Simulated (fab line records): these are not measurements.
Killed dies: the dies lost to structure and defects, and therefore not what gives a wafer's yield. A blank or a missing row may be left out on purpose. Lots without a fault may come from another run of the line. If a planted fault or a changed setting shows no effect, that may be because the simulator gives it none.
Which tool did it?    flow rit cmos    15 lots with 45 wafers sampled at 2 steps, on a route of 202 steps

## WHAT THE GAUGES SHOWED, per wafer
RIT_NRETRO_TW_MEAS_10. Usual: for NRETRO_TW the level is 1059 and the standard deviation is 6.2.
lot   measured     on             NRETRO_TW       flag
L186  day 2 07:56  film metro-03  1067 1054 1061  
L187  day 2 11:11  film metro-02  1055 1051 1047  
L188  day 2 18:25  film metro-01  1058 1057 1053  
L189  day 2 23:24  film metro-03  1059 1064 1055  
L190  day 3 04:55  film metro-03  1058 1062 1064  
L193  day 3 19:25  film metro-03  1054 1048 1055  
L194  day 4 04:00  film metro-03  1068 1069 1067  
L197  day 4 16:35  film metro-03  1120 1110 1109  OFF
L198  day 4 22:28  film metro-03  1108 1111 1108  OFF
L199  day 5 03:25  film metro-01  1102 1097 1095  OFF
L203  day 6 04:29  film metro-02  1060 1061 1054  
L205  day 6 12:38  film metro-01  1051 1056 1047  
L206  day 7 02:35  film metro-03  1065 1059 1060  
L207  day 7 02:50  film metro-03  1062 1064 1066  
L209  day 7 15:55  film metro-02  1058 1053 1054  

## WHICH TOOL RAN EACH LOT (tool, then ch and the chambers of the sampled wafers, then the start)
lot   RIT_NRETRO_IMPLANT_08
L186  implanter-03 ch 0, day 2 07:37
L187  implanter-02 ch 0, day 2 10:52
L188  implanter-02 ch 0, day 2 18:07
L189  implanter-03 ch 0, day 2 23:07
L190  implanter-03 ch 0, day 3 04:36
L193  implanter-01 ch 0, day 3 19:06
L194  implanter-02 ch 0, day 4 03:41
L197  implanter-03 ch 0, day 4 16:18
L198  implanter-03 ch 0, day 4 22:08
L199  implanter-03 ch 0, day 5 03:06
L203  implanter-01 ch 0, day 6 04:10
L205  implanter-01 ch 0, day 6 12:20
L206  implanter-01 ch 0, day 7 02:16
L207  implanter-02 ch 0, day 7 02:31
L209  implanter-01 ch 0, day 7 15:37
- RIT_NRETRO_IMPLANT_08

## AS READ BY THE TOOLS THEMSELVES (means over the sampled wafers that have a number; for cases with no such wafer, the mark the record gives instead)
RIT_NRETRO_IMPLANT_08. Usual: beam energy keV reads 69.997 (standard deviation 0.02).
lot   tool          beam energy keV  flag
L186  implanter-03  70.013           
L187  implanter-02  70.010           
L188  implanter-02  69.984           
L189  implanter-03  69.982           
L190  implanter-03  70.003           
L193  implanter-01  69.997           
L194  implanter-02  69.977           
L197  implanter-03  83.281           OFF
L198  implanter-03  83.295           OFF
L199  implanter-03  83.271           OFF
L203  implanter-01  70.014           
L205  implanter-01  69.995           
L206  implanter-01  69.967           
L207  implanter-02  70.024           
L209  implanter-01  69.988           

## THE ANSWER, worked out from the rows above alone
Rule: lot off if the mean of its wafers having a number is beyond 3 standard deviations from the usual mean. A lot without any number at a reading at which 4 lots or more have one is off too. Any other lot the step has rows for is counted as sound. Order of review: gauges by route order, followed by the tools' own readings, for which a lot's mean as printed above is used. The first step at which some lot is off is used, and at that step the reading that is off furthest; a lot without a number counts as furthest.
Off: at RIT_NRETRO_TW_MEAS_10 (NRETRO_TW), L197, L198, L199.
A tool fits if, at a process step before that reading, it ran every lot that is off, and no sound lot after the first of them. The gauges at RIT_NRETRO_TW_MEAS_10 aren't tried: what is off there is off at RIT_NRETRO_IMPLANT_08 too, on other tools, and a gauge's error can't cause that. One fits: implanter-03 at RIT_NRETRO_IMPLANT_08. Its last sound lot is L190 (day 3 04:36), its first lot that is off L197 (day 4 16:18): a fault that began between those two fits.
The tool's own readings at RIT_NRETRO_IMPLANT_08 bear it out: on the lots that are off they differ by more than 5 times the standard deviation of the sound lots' means. beam energy keV reads 83.282 there against 69.996 on the sound lots.

## WHAT WAS PUT IN BY THE SIMULATOR
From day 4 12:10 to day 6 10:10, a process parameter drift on implanter-03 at RIT_NRETRO_IMPLANT_08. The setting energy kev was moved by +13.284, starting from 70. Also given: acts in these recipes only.
Shown lots that were struck: L197, L198, L199. The rule above reached the same finding.
